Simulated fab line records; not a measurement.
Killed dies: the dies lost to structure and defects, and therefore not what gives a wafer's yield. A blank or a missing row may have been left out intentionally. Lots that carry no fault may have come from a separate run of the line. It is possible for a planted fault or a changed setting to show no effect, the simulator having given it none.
Comparing a struck lot with a sound one || flow rit cmos || 15 steps out of a route of 202
Sound: these wafers, L240.1, L240.5, L240.6. The struck wafers were L255.1, L255.4, L255.6. The cause is given at the end.
For every step that has rows: the tool of each side, followed by ch and its chambers, followed by its first start. Under that, the readings that differ: sound wafers || struck wafers || difference of the means || sigmas: that difference in standard deviations of wafers without a fault.
alike: same words and numbers on both sides, and readings whose means sit less than 2 such deviations apart. not compared: any withheld reading, any reading some wafer has no value for, any bound like >300 that may hide the same value, and any number with overlapping values for which the record gives no deviation.
Wherever a step has rows on one side only, a row that says differs or no value, or a row with sigmas, the two part there. When numbers do not overlap yet have no deviation, they are printed without sigmas and do not part them. A reading that every wafer of one side lacks parts them only if that side has two wafers or more.

RIT_SPACER_ETCHBACK_05: etches Si3N4 in SF6/CHF3, stops on SiO2, target depth 250 nm, time 240 s.
  sound on rie diel-04 ch 0,1,3, day 3 17:11; struck on rie diel-02 ch 0,2,3, day 6 21:47
  alike: SF6_flow_sccm, chamber pressure mTorr, drypump motor current A, oes product au, rf fwd power W, throttle valve pct
  not compared: rf hours counter h
then, 6 steps without rows for these wafers: RIT_NSD_HMDS_00 (prime time 60 s); RIT_NSD_COAT_01 (resist thk 1000 nm); RIT_NSD_SOFTBAKE_02 (time 60 s); RIT_NSD_EXPOSE_03 (exposes mask M9, target cd 40700 nm); RIT_NSD_PEB_04; RIT_NSD_DEVELOP_05 (develop time 50 s).
RIT_NSD_OVL_MEAS_06:
  sound on overlay-01 at day 3 18:14; struck on overlay-01 at day 6 22:55
  alike: NSD_OVL
then, 2 steps without rows for these wafers: RIT_NSD_HARDBAKE_07 (time 60 s); RIT_NSD_IMPLANT_08.
RIT_NSD_STRIP_09: strips in O2, time 180 s.
  sound on plasma asher-02 ch 0,1, day 3 18:34; struck on plasma asher-01 ch 0, day 6 23:14
{"reading": "drypump motor current A (A)", "sound": "6.2 5.2 6.2", "struck": "4.8 4.8 4.8", "difference": -1.1, "sigmas": -2}
  alike: chamber pressure mTorr
  not compared: rf hours counter h
RIT_NSD_TW_MEAS_10:
  sound on film metro-02 at day 3 18:44; struck on film metro-03 at day 6 23:25
  alike: NSD_TW
RIT_PSD_HMDS_00: prime time 60 s.
  sound on litho track-04 ch 0, day 3 18:48; struck on litho track-04 ch 0, day 6 23:29
{"reading": "prime temp c (C)", "sound": "139.82 140.08 139.98", "struck": "143.30 143.11 143.48", "difference": "+3.34", "sigmas": "+26"}
  alike: resist line temp C
then, 1 step without rows for these wafers: RIT_PSD_COAT_01 (resist thk 1000 nm).
RIT_M1_PROBE_99:
  sound on prober-02 at day 4 04:23; struck on prober-02 at day 7 09:01
  alike: killed at contacts, killed at front end, killed dies, killed open, killed short

## WHERE THEY PART
Last at RIT_PSD_HMDS_00 as far as this record goes, first at RIT_NSD_STRIP_09. Later steps at which nothing parts them and some readings are alike: RIT_M1_PROBE_99.

WHY: what the simulator had put in
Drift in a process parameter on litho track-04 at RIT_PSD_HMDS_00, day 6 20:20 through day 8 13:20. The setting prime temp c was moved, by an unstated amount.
